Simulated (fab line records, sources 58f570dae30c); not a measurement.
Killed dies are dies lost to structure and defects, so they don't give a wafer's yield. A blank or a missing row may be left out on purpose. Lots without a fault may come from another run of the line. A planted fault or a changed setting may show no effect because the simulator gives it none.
Which tool did it? | flow berkeley_cmos170 | 7 lots, 21 wafers sampled, at 1 step of a route of 331

WHAT THE GAUGES READ, wafer by wafer
UCB170_START_BOW_MEAS_00.
lot  | measured    | on            | INCOMING_BOW (um)
L120 | day 1 15:01 | film_metro-03 | -7 -2 5
L126 | day 2 21:02 | film_metro-03 | -7 -7 4
L128 | day 3 07:04 | film_metro-03 | -5 -4 3
L136 | day 4 23:01 | film_metro-02 | 11 -2 -6
L138 | day 5 09:01 | film_metro-02 | -7 5 7
L140 | day 5 19:00 | film_metro-03 | -2 0 -4
L142 | day 6 05:00 | film_metro-04 | -2 7 4

WHICH TOOL RAN EACH LOT (tool, then ch and the chambers of the sampled wafers, then the start)
The record holds no process step before these readings.

THE ANSWER, worked out from the rows above alone
Rule: what is usual is taken from the lots themselves. Put in order of their means at a reading, lots are off if they are a third of the lots or fewer, leave a main group of 4 or more, and stand apart from it by a gap of 3 or more times the standard deviation of the main group's means; of several such gaps the widest counts. A main group whose means are all the same, to the digits that the tables above print for the reading, isn't used. A lot without any number at a reading at which 4 lots or more have one is off too. The other lots that the step has rows for count as sound.
No lot is off at any reading shown: from this, nothing can be told.

WHAT THE SIMULATOR HAD PUT IN
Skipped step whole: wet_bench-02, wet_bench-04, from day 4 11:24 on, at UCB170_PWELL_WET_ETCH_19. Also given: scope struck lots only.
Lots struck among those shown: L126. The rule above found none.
